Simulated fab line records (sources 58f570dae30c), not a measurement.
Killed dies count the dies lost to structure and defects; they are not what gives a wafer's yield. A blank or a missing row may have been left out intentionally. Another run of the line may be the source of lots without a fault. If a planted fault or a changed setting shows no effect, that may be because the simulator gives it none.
Which tool is to blame? | flow berkeleyCmos170 | 14 lots with 42 wafers sampled at 2 steps, on a route of 331 steps

WHAT EACH GAUGE READ, for each wafer
UCB170_NWELL_THK_MEAS_05.
lot  | measured    | on           | NWELL_NITRIDE_THK (nm)
L860 | day 2 08:37 | filmMetro-04 | 217.9 215.8 216.3
L861 | day 2 14:25 | filmMetro-01 | 212.4 212.1 213.6
L862 | day 2 18:05 | filmMetro-04 | 212.8 213.3 212.0
L863 | day 3 02:07 | filmMetro-03 | 214.0 214.7 215.2
L864 | day 3 02:07 | filmMetro-04 | 216.9 216.2 215.9
L865 | day 3 17:03 | filmMetro-04 | 209.4 212.3 211.8
L866 | day 3 17:06 | filmMetro-04 | 215.9 214.4 212.9
L868 | day 4 15:54 | filmMetro-01 | 213.4 211.9 212.2
L869 | day 4 15:54 | filmMetro-03 | 213.6 216.1 214.3
L871 | day 4 23:10 | filmMetro-03 | 216.0 216.6 214.3
L873 | day 4 23:09 | filmMetro-01 | 213.4 214.2 212.3
L874 | day 5 12:05 | filmMetro-04 | 319.1 317.2 316.6
L875 | day 5 12:05 | filmMetro-01 | 317.3 317.0 318.1
L883 | day 6 22:01 | filmMetro-04 | 214.2 212.3 213.5

WHICH TOOL RAN EACH LOT (tool, then ch and the chambers of the sampled wafers, then the start)
lot  | UCB170_NWELL_CVD_04
L860 | lpcvd-01 ch 1, day 2 06:41
L861 | lpcvd-02 ch 1, day 2 12:29
L862 | lpcvd-01 ch 1, day 2 16:09
L863 | lpcvd-01 ch 0, day 3 00:11
L864 | lpcvd-01 ch 1, day 3 00:11
L865 | lpcvd-01 ch 0, day 3 14:08
L866 | lpcvd-01 ch 0, day 3 14:08
L868 | lpcvd-01 ch 1, day 4 13:58
L869 | lpcvd-01 ch 1, day 4 13:58
L871 | lpcvd-02 ch 1, day 4 21:13
L873 | lpcvd-02 ch 0, day 4 21:13
L874 | lpcvd-02 ch 0, day 5 10:09
L875 | lpcvd-02 ch 1, day 5 10:09
L883 | lpcvd-01 ch 1, day 6 20:05
- UCB170_NWELL_CVD_04: deposits Si3N4 from SiH2Cl2/NH3, target thk 224 nm, time 3212 s.

WHAT THE TOOLS THEMSELVES READ (means of the sampled wafers that have a number; where no wafer has one, the mark that the record gives instead)
The record holds no such reading with a usual standard deviation.

THE ANSWER, worked out from the rows above alone
Rule: the usual values come from the lots themselves. Put in order of their means at a reading, lots are off if they are a third of the lots or fewer, leave a main group of 4 or more, and stand apart from it by a gap of 3 or more times the standard deviation of the main group's means; of several such gaps the widest counts. The tables above print the reading to a certain number of digits; a main group whose means all agree to those digits is not used. Also off: a lot with no number at a reading for which 4 or more lots have one. Where the step has rows for the other lots, those lots are counted as sound. First the gauges in route order, then the tools' own readings, where a lot's mean is used as printed above. The first step at which some lot is off is used, and at that step the reading that is off furthest; a lot without a number counts as furthest.
Off: at UCB170_NWELL_THK_MEAS_05 (NWELL_NITRIDE_THK), L874, L875. The main group has a mean of 214.0 nm with a standard deviation of 1.6.
If a tool, at a process step before that reading, ran all the lots that are off and no sound lot after the first of them, it fits. Gauges at UCB170_NWELL_THK_MEAS_05: tried the same way as those tools. One candidate fits, namely lpcvd-02 at UCB170_NWELL_CVD_04. A fault onset in the window from L871 (day 4 21:13, its last sound lot) to L874 (day 5 10:09, its first lot off) fits.

WHAT THE SIMULATOR PUT IN
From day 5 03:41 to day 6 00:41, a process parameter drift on lpcvd-02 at UCB170_NWELL_CVD_04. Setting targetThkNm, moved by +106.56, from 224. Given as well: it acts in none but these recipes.
Struck lots among those shown: L875, L874. This agrees with what the rule above found.
